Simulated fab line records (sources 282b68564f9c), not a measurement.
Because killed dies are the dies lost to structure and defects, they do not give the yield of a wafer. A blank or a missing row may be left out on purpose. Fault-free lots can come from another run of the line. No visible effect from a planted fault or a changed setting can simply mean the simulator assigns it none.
fab line records + flow ritCmos
record:
- lots: 6
- wafers: 18
- lastDay: 6
route steps=202 shown NSD@135 PSD@142 M1@202
lots with no fault: from the same line, run without faults
startH: the number of hours between the record's first day and the start of the first shown wafer of the lot + waitH: time in hours since the lot's previous step + " identical to the entry in the row above + L1.1+2: a single row standing in for several wafers + - either no value or no given start + * or withheld: withheld + < > ~ a bound
route shown NAME@n: names a module that has steps shown in the file, with the first one's number in the route + usual: mean and standard deviation over wafers with no fault + same: alike in all rows + chamber/n: place in a boat + sites: per-site readings + _std_site: standard deviation across them + _edge_site: outer sites' mean less inner sites' + radiusMm: how far each site lies from the wafer's centre + mask NAME#n: copy n + behind: the tool/chamber that last shaped the wafer + hold: why the lot went on hold/how many hours it stayed there/how the hold came to an end + device: names the non-switching transistor (n, p or np) + end of line: the route-end tests of the same wafers + step lacking rows: just its recipe + killed: count of dies lost to structure and defects at first sort (not the wafer's yield) + map: the dies of a wafer, with x for killed, . for not killed, _ for no die there
set.NAME: the setting that was run; set.NAME@STEP: the one run at that earlier step + model.NAME: the simulator's own value behind a step, which no gauge read
certain route steps with their lots: each step a table, each wafer a row
services: from which hour (startH, from the record's first day; less than 0 if before it) a tool's chamber was out of use, for how many hours, and why
== steps ==
step: RIT_NSD_PEB_04
recipe:
- resist: NOVOLAK
- tempC: withheld
- timeS: withheld
step: RIT_NSD_DEVELOP_05
recipe:
- resist: NOVOLAK
- developTimeS: 50
- devTempC: 23
step: RIT_NSD_OVL_MEAS_06
usual:
- NSD_OVL: -0.8/1.5
| lot.wafer | tool       | chamber | startH | waitH | NSD_OVL[nm] |
|-----------|------------|---------|--------|-------|-------------|
| L126.1    | overlay-02 | -       | 53.45  | -     | -2.7        |
| L126.3    | "          | -       | "      | "     | -2.4        |
| L126.4    | "          | -       | "      | "     | -3.3        |
| L127.1    | overlay-02 | -       | 57.37  | -     | -1.7        |
| L127.3    | "          | -       | "      | "     | -2.9        |
| L127.6    | "          | -       | "      | "     | -2.7        |
| L135.1    | overlay-01 | -       | 103.72 | -     | -1.1        |
| L135.3    | "          | -       | "      | "     | -2.3        |
| L135.5    | "          | -       | "      | "     | -2.1        |
| L136.2    | overlay-01 | -       | 107.82 | -     | -4.6        |
| L136.3    | "          | -       | "      | "     | -4.1        |
| L136.5    | "          | -       | "      | "     | -2.7        |
| L137.1    | overlay-01 | -       | 111.87 | -     | 0.7         |
| L137.2    | "          | -       | "      | "     | -0.2        |
| L137.6    | "          | -       | "      | "     | 0.4         |
| L142.1    | overlay-01 | -       | 137.14 | -     | -0.1        |
| L142.3    | "          | -       | "      | "     | -0.8        |
| L142.4    | "          | -       | "      | "     | -0.6        |
step: RIT_NSD_HARDBAKE_07
recipe:
- resist: NOVOLAK
- tempC: 140
- timeS: 60
step: RIT_NSD_IMPLANT_08
recipe:
- species: P
- energyKev: 25
- doseCm2: 1e+15
- tiltDeg: 7
step: RIT_NSD_STRIP_09
recipe:
- chemistry: O2
- timeS: 180
- resist: NOVOLAK
- platenTempC: withheld
- powerW: 500
- pressureMtorr: 4000
- o2FlowSccm: 4000
usual:
- drypumpMotorCurrentA: 5.9/0.57
| lot.wafer | tool           | chamber | startH | waitH | drypumpMotorCurrentA | rfHoursCounterH |
|-----------|----------------|---------|--------|-------|----------------------|-----------------|
| L126.1    | plasmaAsher-04 | 1       | 53.78  | 0.1   | 5.1                  | 41              |
| L126.3    | "              | 0       | "      | "     | 5.4                  | -               |
| L126.4    | "              | 1       | "      | "     | 5.1                  | -               |
| L127.1    | plasmaAsher-04 | 0       | 57.73  | 0.1   | 5.4                  | 41              |
| L127.3    | "              | 0       | "      | "     | 5.4                  | -               |
| L127.6    | "              | 1       | "      | "     | 5.0                  | -               |
| L135.1    | plasmaAsher-04 | 0       | 104.09 | 0.1   | 5.4                  | 46              |
| L135.3    | "              | 0       | "      | "     | 5.4                  | -               |
| L135.5    | "              | 1       | "      | "     | 5.1                  | -               |
| L136.2    | plasmaAsher-04 | 0       | 108.15 | 0.1   | 5.4                  | 46              |
| L136.3    | "              | 1       | "      | "     | 5.1                  | -               |
| L136.5    | "              | 0       | "      | "     | 5.4                  | -               |
| L137.1    | plasmaAsher-02 | 1       | 112.20 | 0.1   | 5.7                  | 46              |
| L137.2    | "              | 0       | "      | "     | 6.6                  | 46              |
| L137.6    | "              | 0       | "      | "     | 6.6                  | -               |
| L142.1    | plasmaAsher-02 | 1       | 137.47 | 0.1   | 5.7                  | 49              |
| L142.3    | "              | 0       | "      | "     | 6.6                  | -               |
| L142.4    | "              | 1       | "      | "     | 5.7                  | -               |
step: RIT_NSD_TW_MEAS_10
usual:
- NSD_TW: 3110/14
| lot.wafer | tool         | chamber | startH | waitH | NSD_TW |
|-----------|--------------|---------|--------|-------|--------|
| L126.1    | filmMetro-02 | -       | 53.96  | 0.1   | 3089   |
| L126.3    | "            | -       | "      | "     | 3097   |
| L126.4    | "            | -       | "      | "     | 3084   |
| L127.1    | filmMetro-03 | -       | 57.90  | 0.1   | 3110   |
| L127.3    | "            | -       | "      | "     | 3118   |
| L127.6    | "            | -       | "      | "     | 3098   |
| L135.1    | filmMetro-02 | -       | 104.26 | 0.1   | 3108   |
| L135.3    | "            | -       | "      | "     | 3098   |
| L135.5    | "            | -       | "      | "     | 3113   |
| L136.2    | filmMetro-03 | -       | 108.34 | 0.1   | 3111   |
| L136.3    | "            | -       | "      | "     | 3112   |
| L136.5    | "            | -       | "      | "     | 3104   |
| L137.1    | filmMetro-03 | -       | 112.38 | 0.1   | 3116   |
| L137.2    | "            | -       | "      | "     | 3131   |
| L137.6    | "            | -       | "      | "     | 3107   |
| L142.1    | filmMetro-02 | -       | 137.65 | 0.1   | 3126   |
| L142.3    | "            | -       | "      | "     | 3117   |
| L142.4    | "            | -       | "      | "     | 3122   |
step: RIT_PSD_HMDS_00
recipe:
- primeTimeS: 60
- primeTempC: 140
step: RIT_PSD_COAT_01
recipe:
- resist: NOVOLAK
- spinRpm: 3250
- resistThkNm: 1000
step: RIT_PSD_SOFTBAKE_02
recipe:
- resist: NOVOLAK
- tempC: 90
- timeS: 60
step: RIT_PSD_EXPOSE_03
recipe:
- maskId: M10
- na: 0.57
- targetCdNm: 40900
- doseMj: 250
step: RIT_PSD_PEB_04
recipe:
- resist: NOVOLAK
- tempC: withheld
- timeS: withheld
step: RIT_PSD_DEVELOP_05
recipe:
- resist: NOVOLAK
- developTimeS: 50
- devTempC: 23
usual:
- developerTempC: 22.96/0.11
- exhaustPa: 45.1/1.1
| lot.wafer | tool          | chamber | startH | waitH | developerTempC | exhaustPa |
|-----------|---------------|---------|--------|-------|----------------|-----------|
| L126.1    | lithoTrack-03 | 0       | 54     | -     | 22.95          | 43.7      |
| L126.3    | "             | 0       | "      | "     | 23.02          | 45.2      |
| L126.4    | "             | 0       | "      | "     | 23.05          | 44.4      |
| L127.1    | lithoTrack-01 | 0       | 58     | -     | 22.74          | 44.8      |
| L127.3    | "             | 0       | "      | "     | 22.78          | 46.5      |
| L127.6    | "             | 0       | "      | "     | 22.94          | 44.4      |
| L135.1    | lithoTrack-01 | 0       | 105    | -     | 23.81          | 45.6      |
| L135.3    | "             | 0       | "      | "     | 23.87          | 44.8      |
| L135.5    | "             | 0       | "      | "     | 23.87          | 45.2      |
| L136.2    | lithoTrack-04 | 0       | 109    | -     | 22.84          | 46.2      |
| L136.3    | "             | 0       | "      | "     | 22.97          | 46.4      |
| L136.5    | "             | 0       | "      | "     | 22.91          | 46.4      |
| L137.1    | lithoTrack-01 | 0       | 113    | -     | 24.09          | 44.1      |
| L137.2    | "             | 0       | "      | "     | 24.06          | 42.1      |
| L137.6    | "             | 0       | "      | "     | 23.89          | 42.7      |
| L142.1    | lithoTrack-03 | 0       | 138    | -     | 23.04          | 44.8      |
| L142.3    | "             | 0       | "      | "     | 22.79          | 45.7      |
| L142.4    | "             | 0       | "      | "     | 22.87          | 45.3      |
step: RIT_PSD_OVL_MEAS_06
usual:
- PSD_OVL: -0.6/1.3
| lot.wafer | tool       | chamber | startH | waitH | PSD_OVL[nm] |
|-----------|------------|---------|--------|-------|-------------|
| L126.1    | overlay-01 | -       | 54.87  | -     | 1.0         |
| L126.3    | "          | -       | "      | "     | 0.5         |
| L126.4    | "          | -       | "      | "     | 0.4         |
| L127.1    | overlay-01 | -       | 58.94  | -     | 0.6         |
| L127.3    | "          | -       | "      | "     | -2.4        |
| L127.6    | "          | -       | "      | "     | -1.5        |
| L135.1    | overlay-02 | -       | 105.30 | -     | 0.3         |
| L135.3    | "          | -       | "      | "     | 0.4         |
| L135.5    | "          | -       | "      | "     | 0.0         |
| L136.2    | overlay-02 | -       | 109.28 | -     | 0.0         |
| L136.3    | "          | -       | "      | "     | -0.8        |
| L136.5    | "          | -       | "      | "     | 1.1         |
| L137.1    | overlay-02 | -       | 113.29 | -     | -1.1        |
| L137.2    | "          | -       | "      | "     | -0.9        |
| L137.6    | "          | -       | "      | "     | -2.7        |
| L142.1    | overlay-01 | -       | 138.65 | -     | -0.2        |
| L142.3    | "          | -       | "      | "     | -2.5        |
| L142.4    | "          | -       | "      | "     | -1.0        |
step: RIT_M1_PROBE_99
usual:
- killedAtContacts: 0.1/0.24
- killedAtFrontEnd: 7.1/3
- killedDies: 7.2/3
- killedOpen: 3.7/2
- killedShort: 3.5/2
same:
- grossDies: 264
- killed_at_M0_to_M3: 0
- killed_at_M4_up: 0
- killedAtBackSide: 0
- killedAtOther: 0
| lot.wafer | tool      | chamber | startH | waitH | killedAtContacts | killedAtFrontEnd | killedDies | killedOpen | killedShort |
|-----------|-----------|---------|--------|-------|------------------|------------------|------------|------------|-------------|
| L126.1    | prober-02 | -       | 64.58  | 0.1   | 0                | 11               | 11         | 4          | 7           |
| L126.3    | prober-02 | -       | 64.68  | 0.2   | 0                | 11               | 11         | 5          | 6           |
| L126.4    | prober-02 | -       | 64.73  | 0.2   | 0                | 8                | 8          | 6          | 2           |
| L135.1    | prober-01 | -       | 113.86 | 0.1   | 0                | 11               | 11         | 9          | 2           |
| L135.3    | prober-01 | -       | 113.96 | 0.2   | 0                | 5                | 5          | 2          | 2           |
| L135.5    | prober-01 | -       | 114.06 | 0.2   | 0                | 5                | 5          | 3          | 2           |
| L136.2    | prober-02 | -       | 118.72 | 0.1   | 0                | 6                | 6          | 1          | 5           |
| L136.3    | prober-02 | -       | 118.77 | 0.2   | 0                | 4                | 4          | 0          | 4           |
| L136.5    | prober-02 | -       | 118.87 | 0.2   | 0                | 12               | 12         | 6          | 6           |
| L137.1    | prober-01 | -       | 122.56 | 0.1   | 0                | 10               | 10         | 5          | 5           |
| L137.2    | prober-01 | -       | 122.61 | 0.1   | 0                | 6                | 6          | 3          | 3           |
| L137.6    | prober-01 | -       | 122.81 | 0.2   | 0                | 12               | 12         | 5          | 7           |
killed by level:class
L126.1 GATE:geometricParticle:short=6 REOX:geometricParticle:open=2 FOX1:geometricParticle:open=1 FOX2:geometricParticle:short=1 GATE:geometricParticle:open=1
L126.3 GATE:geometricParticle:short=5 GATE:geometricParticle:open=4 FOX1:geometricParticle:open=1 SPACER:geometricParticle:short=1
L126.4 FOX1:geometricParticle:open=2 FOX1:geometricParticle:short=2 FOX2:geometricParticle:open=1 GATE:geometricParticle:open=1 REOX:geometricParticle:open=1 SPACER:geometricParticle:open=1
L135.1 GATE:geometricParticle:open=3 REOX:geometricParticle:open=3 FOX1:geometricParticle:short=1 FOX1:geometricParticle:open=1 FOX2:geometricParticle:open=1 REOX:geometricParticle:short=1 SILICIDE:geometricParticle:open=1
L135.3 GATE:geometricParticle:short=2 FOX2:geometricParticle:open=1 GATE:geometricParticle:open=1 PLDD:coatMicrobubblePrinted=1
L135.5 GATE:geometricParticle:open=3 FOX1:geometricParticle:short=1 GATE:geometricParticle:short=1
L136.2 REOX:geometricParticle:short=2 FOX1:geometricParticle:short=1 FOX2:geometricParticle:short=1 REOX:geometricParticle:open=1 SPACER:geometricParticle:short=1
L136.3 SILICIDE:geometricParticle:short=2 GATE:geometricParticle:short=1 SPACER:geometricParticle:short=1
L136.5 GATE:geometricParticle:open=3 GATE:geometricParticle:short=3 FOX1:geometricParticle:open=1 FOX2:geometricParticle:short=1 REOX:geometricParticle:short=1 REOX:geometricParticle:open=1 SPACER:geometricParticle:open=1 SPACER:geometricParticle:short=1
L137.1 FOX2:geometricParticle:short=2 REOX:geometricParticle:open=2 REOX:geometricParticle:short=2 FOX2:geometricParticle:open=1 GATE:geometricParticle:short=1 GATE:geometricParticle:open=1 SPACER:geometricParticle:open=1
L137.2 REOX:geometricParticle:open=2 GATE:geometricParticle:short=1 GATE:geometricParticle:open=1 REOX:geometricParticle:short=1 SILICIDE:geometricParticle:short=1
L137.6 GATE:geometricParticle:open=4 GATE:geometricParticle:short=3 FOX2:geometricParticle:short=2 FOX1:geometricParticle:open=1 REOX:geometricParticle:short=1 SPACER:geometricParticle:short=1
== services ==
| tool           | chamber | startH | hours | kind      |
|----------------|---------|--------|-------|-----------|
| plasmaAsher-02 | -       | 34.92  | 0.8   | repair    |
| plasmaAsher-04 | -       | 108.75 | 9.0   | pm        |
| plasmaAsher-04 | 0       | 108.75 | 9.0   | ventCycle |
| plasmaAsher-04 | 1       | 108.75 | 9.0   | ventCycle |
| plasmaAsher-04 | 0       | 117.75 | -     | clean     |
| plasmaAsher-04 | 1       | 117.75 | -     | clean     |
| plasmaAsher-04 | -       | 135.51 | 1.5   | repair    |
== key ==
firstSign:
- step: RIT_PSD_DEVELOP_05
- reading: developerTempC
- direction: up
- sigmas: 8.7
- usual: *
- struck: *
effect none on later readings
metAt RIT_PSD_DEVELOP_05
struckWafers L135.1,L135.3,L135.5,L137.1,L137.2,L137.6
testerLeftOut L135,L137
onsetBetween 58 105
fault:
- kind: processParameterDrift
- tool: lithoTrack-01
- chamber: -
- onsetH: 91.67
- steps: RIT_PSD_DEVELOP_05
- channel: devTempC
- offset: *
- shape: step
- endH: 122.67
- actsIn: *
- stated: *
testerLeftOut: of these lots the tester's yield and bins aren't shown, on N5 and GAA mostly nor the transistor test; their killed dies are dies lost to structure and defects alone, not to doping, threshold or leakage, so they don't give the yield
